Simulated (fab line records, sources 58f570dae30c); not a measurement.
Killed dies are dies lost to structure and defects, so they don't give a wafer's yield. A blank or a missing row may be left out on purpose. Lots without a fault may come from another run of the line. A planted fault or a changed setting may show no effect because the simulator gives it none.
Chamber matching | flow berkeley_cmos170 | UCB170_GATE_ETCH_15 on rie_si-01: 4 sister chambers
The step etches poly-Si in HBr/Cl2, stops on SiO2, time 56.3 s, target depth 278.2 nm. 14 wafers are shown with their chamber, then 7 later ones without.

WAFERS WITH THEIR CHAMBER
wafer  | chamber | drypump_motor_current_A (A) | throttle_valve_pct (%) | oes_product_au (a.u.)
L598.2 | 2       | 6.0                         | 26.31                  | 0.822
L598.3 | 0       | 6.3                         | 26.66                  | 0.864
L598.5 | 0       | 6.3                         | 26.66                  | 0.852
L600.2 | 0       | 6.3                         | 26.66                  | 0.851
L600.4 | 1       | 5.6                         | 25.94                  | 0.814
L600.6 | 0       | 6.3                         | 26.65                  | 0.861
L609.1 | 3       | 5.3                         | 25.95                  | 0.827
L609.2 | 0       | 6.3                         | 26.65                  | 0.851
L609.5 | 1       | 5.6                         | 25.97                  | 0.823
L611.3 | 3       | 5.3                         | 25.96                  | 0.833
L611.4 | 2       | 6.0                         | 26.33                  | 0.816
L611.5 | 1       | 5.5                         | 25.93                  | 0.825
L613.2 | 0       | 6.3                         | 26.66                  | 0.846
L613.3 | 3       | 5.3                         | 25.95                  | 0.823

SIGNATURES (means of the wafers above)
reading                 | chamber 0 | chamber 1 | chamber 2 | chamber 3 | scatter within a chamber
drypump_motor_current_A | 6.300     | 5.567     | 6.000     | 5.300     | 0.0258
throttle_valve_pct      | 26.6567   | 25.9467   | 26.3200   | 25.9533   | 0.0113
oes_product_au          | 0.85417   | 0.82067   | 0.81900   | 0.82767   | 0.0061
Rule: a wafer's distance from a chamber is the root of the sum, over the readings, of the square of ((its reading less the chamber's mean) divided by the reading's scatter). The wafer belongs to the nearest chamber; if the next one is less than 2 further off, it can't be placed. The scatter: the root of (the sum of the squares of (reading less its chamber's mean) over the shown wafers, divided by (wafers less chambers)).

WAFERS WITHOUT THEIR CHAMBER
wafer  | drypump_motor_current_A (A) | throttle_valve_pct (%) | oes_product_au (a.u.)
L613.4 | 5.6                         | 25.96                  | 0.812
L618.2 | 6.3                         | 26.65                  | 0.837
L618.3 | 5.3                         | 25.95                  | 0.815
L618.6 | 5.6                         | 25.96                  | 0.802
L620.3 | 5.3                         | 25.94                  | 0.826
L620.4 | 6.3                         | 26.65                  | 0.853
L620.5 | 6.3                         | 26.65                  | 0.846

WHICH CHAMBER EACH WENT THROUGH
wafer  | from the rows above | in truth
L613.4 | 1                   | 1
L618.2 | 0                   | 0
L618.3 | 3                   | 3
L618.6 | 1                   | 1
L620.3 | 3                   | 3
L620.4 | 0                   | 0
L620.5 | 0                   | 0
Placed correctly: 7 of 7. Can't be placed from these rows: 0. Placed wrongly: 0.
